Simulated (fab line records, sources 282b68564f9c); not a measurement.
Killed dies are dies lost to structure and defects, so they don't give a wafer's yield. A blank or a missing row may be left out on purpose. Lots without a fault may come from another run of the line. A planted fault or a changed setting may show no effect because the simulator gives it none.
Which tool did it? | flow rit_cmos | 14 lots, 42 wafers sampled, at 1 step of a route of 202

WHAT THE GAUGES READ, wafer by wafer
The record holds no reading of a measuring or inspecting step that can be judged against a usual standard deviation.

WHICH TOOL RAN EACH LOT (tool, then ch and the chambers of the sampled wafers, then the start)
lot  | RIT_SDANNEAL_CLEAN_00
L189 | wet_bench-04 ch 2, day 3 01:02
L191 | wet_bench-02 ch 3, day 3 10:46
L192 | wet_bench-04 ch 2, day 3 16:34
L193 | wet_bench-01 ch 0, day 3 20:35
L194 | wet_bench-01 ch 2, day 4 01:43
L196 | wet_bench-04 ch 0, day 4 11:43
L198 | wet_bench-01 ch 1, day 4 21:37
L199 | wet_bench-02 ch 0, day 5 02:42
L200 | wet_bench-02 ch 3, day 5 07:23
L202 | wet_bench-02 ch 1, day 5 17:38
L203 | wet_bench-02 ch 3, day 5 23:22
L209 | wet_bench-01 ch 3, day 7 05:26
L210 | wet_bench-04 ch 0, day 7 10:21
L212 | wet_bench-04 ch 1, day 7 21:16
- RIT_SDANNEAL_CLEAN_00: cleans in SC1, time 600 s.

WHAT THE TOOLS THEMSELVES READ (means of the sampled wafers that have a number; where no wafer has one, the mark that the record gives instead)
RIT_SDANNEAL_CLEAN_00. Usual: run_length_s 628 s, standard deviation 3.6.
lot  | tool         | run_length_s (s) | flag
L189 | wet_bench-04 | 625              |
L191 | wet_bench-02 | 627              |
L192 | wet_bench-04 | 626              |
L193 | wet_bench-01 | 626              |
L194 | wet_bench-01 | 626              |
L196 | wet_bench-04 | 632              |
L198 | wet_bench-01 | 631              |
L199 | wet_bench-02 | 633              |
L200 | wet_bench-02 | 634              |
L202 | wet_bench-02 | 540              | OFF
L203 | wet_bench-02 | 541              | OFF
L209 | wet_bench-01 | 626              |
L210 | wet_bench-04 | 624              |
L212 | wet_bench-04 | 633              |

THE ANSWER, worked out from the rows above alone
Rule: a lot is off if the mean of its wafers that have a number lies more than 3 standard deviations from the usual mean. A lot without any number at a reading at which 4 lots or more have one is off too. The other lots that the step has rows for count as sound. The gauges are gone through in route order, then the tools' own readings, and for those a lot's mean is taken as printed above. The first step at which some lot is off is used, and at that step the reading that is off furthest; a lot without a number counts as furthest.
Off: L202, L203, at RIT_SDANNEAL_CLEAN_00 (run_length_s).
A tool fits if, at that step or a process step before it, it ran every lot that is off, and no sound lot after the first of them. One fits: wet_bench-02 at RIT_SDANNEAL_CLEAN_00. Its last sound lot is L200 (day 5 07:23), its first lot that is off L202 (day 5 17:38): a fault that began between those two fits.
The tool's own readings at RIT_SDANNEAL_CLEAN_00 bear it out: on the lots that are off they differ by more than 5 times the standard deviation of the sound lots' means. run_length_s reads 540 s there against 629 s on the sound lots.

WHAT THE SIMULATOR HAD PUT IN
Process parameter drift: wet_bench-02, from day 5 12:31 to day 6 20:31, at RIT_SDANNEAL_CLEAN_00. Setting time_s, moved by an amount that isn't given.
Lots struck among those shown: L202, L203. The rule above found the same.
